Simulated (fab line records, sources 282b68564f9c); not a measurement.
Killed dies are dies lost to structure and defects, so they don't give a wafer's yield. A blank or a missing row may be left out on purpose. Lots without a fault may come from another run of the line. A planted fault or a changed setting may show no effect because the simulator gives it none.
A struck lot beside a sound one | flow rit_cmos | 43 steps out of a route of 202
Sound: wafers L880.1, L880.4, L880.6. Struck: wafers L889.3, L889.4, L889.5. The cause comes at the end.
At each step with rows: each side's tool, then ch and its chambers, then its first start. Under that, the readings that differ: sound wafers | struck wafers | difference of the means | sigmas: that difference in standard deviations of wafers without a fault.
alike: readings whose means differ by less than 2 such deviations, and words and numbers that are the same on both sides. not compared: withheld readings, readings that some wafer has no value for, bounds like >300 that may hide the same value, and numbers for which the record gives no deviation and whose values overlap.
The two part at a step that has a row with sigmas, a row that says differs or no value, or rows on one side only. Numbers that don't overlap but have no deviation are shown without sigmas and don't part them. A reading that every wafer of one side lacks parts them only if that side has two wafers or more.

first, 2 steps without rows for these wafers: RIT_NLDD_HARDBAKE_07 (time 60 s); RIT_NLDD_IMPLANT_08.
RIT_NLDD_STRIP_09: strips in O2, time 180 s.
  sound on plasma_asher-03 ch 0,1, day 3 06:34; struck on plasma_asher-02 ch 0,1, day 5 01:46
  alike: drypump_motor_current_A
  not compared: rf_hours_counter_h
RIT_NLDD_TW_MEAS_10:
  sound on film_metro-02, day 3 06:45; struck on film_metro-02, day 5 01:55
  alike: NLDD_TW
then, 6 steps without rows for these wafers: RIT_PLDD_HMDS_00 (prime time 60 s); RIT_PLDD_COAT_01 (resist thk 1000 nm); RIT_PLDD_SOFTBAKE_02 (time 60 s); RIT_PLDD_EXPOSE_03 (exposes mask M8, target cd 40900 nm); RIT_PLDD_PEB_04; RIT_PLDD_DEVELOP_05 (develop time 50 s).
RIT_PLDD_OVL_MEAS_06:
  sound on overlay-02, day 3 07:49; struck on overlay-02, day 5 02:56
  alike: PLDD_OVL
then, 1 step without rows for these wafers: RIT_PLDD_HARDBAKE_07 (time 60 s).
RIT_PLDD_IMPLANT_08:
  sound on implanter-03 ch 0, day 3 08:00; struck on implanter-04 ch 0, day 5 03:10
  reading                          | sound                        | struck                          | difference | sigmas
  dose_ions_cm2                    | 8.998e+14 9.01e+14 9.004e+14 | 1.714e+15 1.7125e+15 1.7136e+15 | +8.130e+14 | +99 or more
  end_station_pressure_torr (Torr) | 6.4e-06 6.4e-06 7.7e-06      | 9.1e-06 9.6e-06 9e-06           | +2.4e-06   | +6
  faraday_current_uA               | 2806 2892 2810               | 5296 5398 5367                  | +2518      | +48
RIT_PLDD_STRIP_09: strips in O2, time 180 s.
  sound on plasma_asher-04 ch 0,1, day 3 08:09; struck on plasma_asher-01 ch 0,1, day 5 03:19
  alike: drypump_motor_current_A
  not compared: rf_hours_counter_h
RIT_PLDD_TW_MEAS_10:
  sound on film_metro-04, day 3 08:19; struck on film_metro-02, day 5 03:41
  reading | sound          | struck         | difference | sigmas
  PLDD_TW | 2350 2361 2340 | 2716 2701 2698 | +355       | +37
  not compared: hold
then, 3 steps without rows for these wafers: RIT_SPACER_CLEAN_01 (cleans in dHF, time 30 s); RIT_SPACER_CLEAN_02 (cleans in SC2, time 600 s); RIT_SPACER_CVD_03 (deposits Si3N4 from SiH2Cl2/NH3, target thk 250 nm, time 3300 s).
RIT_SPACER_THK_MEAS_04:
  sound on film_metro-04, day 3 10:42; struck on film_metro-04, day 5 07:43
  alike: SPACER_NITRIDE_THK
RIT_SPACER_ETCHBACK_05: etches Si3N4 in SF6/CHF3, stops on SiO2, target depth 250 nm, time 240 s.
  sound on rie_diel-02 ch 0,1,2, day 3 10:46; struck on rie_diel-01 ch 0,2,3, day 5 07:46
  alike: drypump_motor_current_A, oes_product_au, throttle_valve_pct
  not compared: rf_hours_counter_h
then, 6 steps without rows for these wafers: RIT_NSD_HMDS_00 (prime time 60 s); RIT_NSD_COAT_01 (resist thk 1000 nm); RIT_NSD_SOFTBAKE_02 (time 60 s); RIT_NSD_EXPOSE_03 (exposes mask M9, target cd 40700 nm); RIT_NSD_PEB_04; RIT_NSD_DEVELOP_05 (develop time 50 s).
RIT_NSD_OVL_MEAS_06:
  sound on overlay-02, day 3 11:53; struck on overlay-02, day 5 08:53
  reading      | sound          | struck      | difference | sigmas
  NSD_OVL (nm) | -0.4 -1.2 -2.7 | 2.2 2.1 1.8 | +3.5       | +2
then, 2 steps without rows for these wafers: RIT_NSD_HARDBAKE_07 (time 60 s); RIT_NSD_IMPLANT_08.
RIT_NSD_STRIP_09: strips in O2, time 180 s.
  sound on plasma_asher-02 ch 0,1, day 3 12:13; struck on plasma_asher-03 ch 0,1, day 5 09:17
  alike: drypump_motor_current_A
  not compared: rf_hours_counter_h
RIT_NSD_TW_MEAS_10:
  sound on film_metro-04, day 3 12:24; struck on film_metro-04, day 5 09:25
  alike: NSD_TW
then, 6 steps without rows for these wafers: RIT_PSD_HMDS_00 (prime time 60 s); RIT_PSD_COAT_01 (resist thk 1000 nm); RIT_PSD_SOFTBAKE_02 (time 60 s); RIT_PSD_EXPOSE_03 (exposes mask M10, target cd 40900 nm); RIT_PSD_PEB_04; RIT_PSD_DEVELOP_05 (develop time 50 s).
RIT_PSD_OVL_MEAS_06:
  sound on overlay-02, day 3 13:26; struck on overlay-02, day 5 10:35
  alike: PSD_OVL
then, 2 steps without rows for these wafers: RIT_PSD_HARDBAKE_07 (time 60 s); RIT_PSD_IMPLANT_08.
RIT_PSD_STRIP_09: strips in O2, time 180 s.
  sound on plasma_asher-02 ch 0,1, day 3 13:46; struck on plasma_asher-02 ch 0,1, day 5 11:01
  alike: drypump_motor_current_A
  not compared: rf_hours_counter_h
RIT_SDANNEAL_RS_MEAS_06: measures by four-point-probe.
  sound on film_metro-02, day 3 14:43; struck on film_metro-04, day 5 12:11
  reading          | sound             | struck            | difference | sigmas
  PLDD_RS (ohm/sq) | 179.3 178.8 179.5 | 152.7 152.9 152.4 | -26.5      | -56
  not compared: hold
RIT_M1_PROBE_99:
  the record has rows for the sound wafers here (prober-02, day 3 22:03) and none for the struck ones

WHERE THEY PART
First at RIT_PLDD_IMPLANT_08; last, within this record, at RIT_M1_PROBE_99.

WHY: what the simulator had put in
Process parameter drift: implanter-04, from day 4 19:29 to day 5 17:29, at RIT_PLDD_IMPLANT_08. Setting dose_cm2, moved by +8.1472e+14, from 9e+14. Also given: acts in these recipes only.
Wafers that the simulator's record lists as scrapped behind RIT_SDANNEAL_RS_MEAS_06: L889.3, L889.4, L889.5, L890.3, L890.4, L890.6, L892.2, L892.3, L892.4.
